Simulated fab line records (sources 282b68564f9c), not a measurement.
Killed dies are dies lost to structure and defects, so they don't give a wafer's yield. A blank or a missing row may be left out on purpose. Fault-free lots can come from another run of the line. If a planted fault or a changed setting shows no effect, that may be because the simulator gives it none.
2 desks looking at one fault + flow ritCmos + each desk holds nothing but its own numbers, with what lay behind them at the end

## AT THE METROLOGY DESK
What the gauges read, lot by lot, whatever tool the lot ran on: means of the sampled wafers that have a number. Marked OUT: a lot whose mean sits more than 4 standard deviations from the usual mean, which makes it out of limits; the brackets give that distance.
Columns: A = CONTACT_TEOS_THK at RIT_CONTACT_THK_MEAS_01, usual 417 nm; B = cdNm at RIT_CONTACT_CD_MEAS_08, usual 1000.0 nm; C = CONTACT_OVL at RIT_CONTACT_OVL_MEAS_09, usual -0.2 nm
| lot  | first seen here | A   | B      | C    |
|------|-----------------|-----|--------|------|
| L622 | day 3 17:19     | 420 | 1001.8 | 1.4  |
| L628 | day 5 12:19     | 415 | 999.3  | -1.2 |
| L632 | day 6 14:50     | 419 | 1001.8 | 0.0  |
| L639 | day 7 17:38     | 418 | 1002.0 | -0.6 |
| L642 | day 8 03:04     | 418 | 999.4  | -1.5 |
This desk's finding: nothing out of limits on any of the 5 lots.

## AT THE TOOL OWNER'S DESK: rieDiel-02
The tool's own readings at RIT_CONTACT_ETCH_11 (etches SiO2 in CHF3/CF4/Ar, stops on TiSi2, target depth 480 nm, time 320 s): means of the sampled wafers that have a number, for each lot that ran on this tool. Marked OUT: a lot whose mean sits more than 4 standard deviations from the usual mean, which makes it out of limits; the brackets give that distance.
Columns: A = drypumpMotorCurrentA at RIT_CONTACT_ETCH_11, usual 5.8 A; B = oesProductAu at RIT_CONTACT_ETCH_11, usual 1.001 a.u.; C = throttleValvePct at RIT_CONTACT_ETCH_11, usual 8.90 %
| lot  | first seen here | A   | B     | C    |
|------|-----------------|-----|-------|------|
| L622 | day 3 18:39     | 5.9 | 0.999 | 9.02 |
| L628 | day 5 13:38     | 6.7 | 0.993 | 8.92 |
This desk's finding: nothing out of limits on any of the 2 lots.

## ALL TOGETHER
Metrology desk: nothing out of limits seen.
Nothing out of limits was seen by the tool owner's desk.

## WHAT HAD BEEN PUT IN BY THE SIMULATOR
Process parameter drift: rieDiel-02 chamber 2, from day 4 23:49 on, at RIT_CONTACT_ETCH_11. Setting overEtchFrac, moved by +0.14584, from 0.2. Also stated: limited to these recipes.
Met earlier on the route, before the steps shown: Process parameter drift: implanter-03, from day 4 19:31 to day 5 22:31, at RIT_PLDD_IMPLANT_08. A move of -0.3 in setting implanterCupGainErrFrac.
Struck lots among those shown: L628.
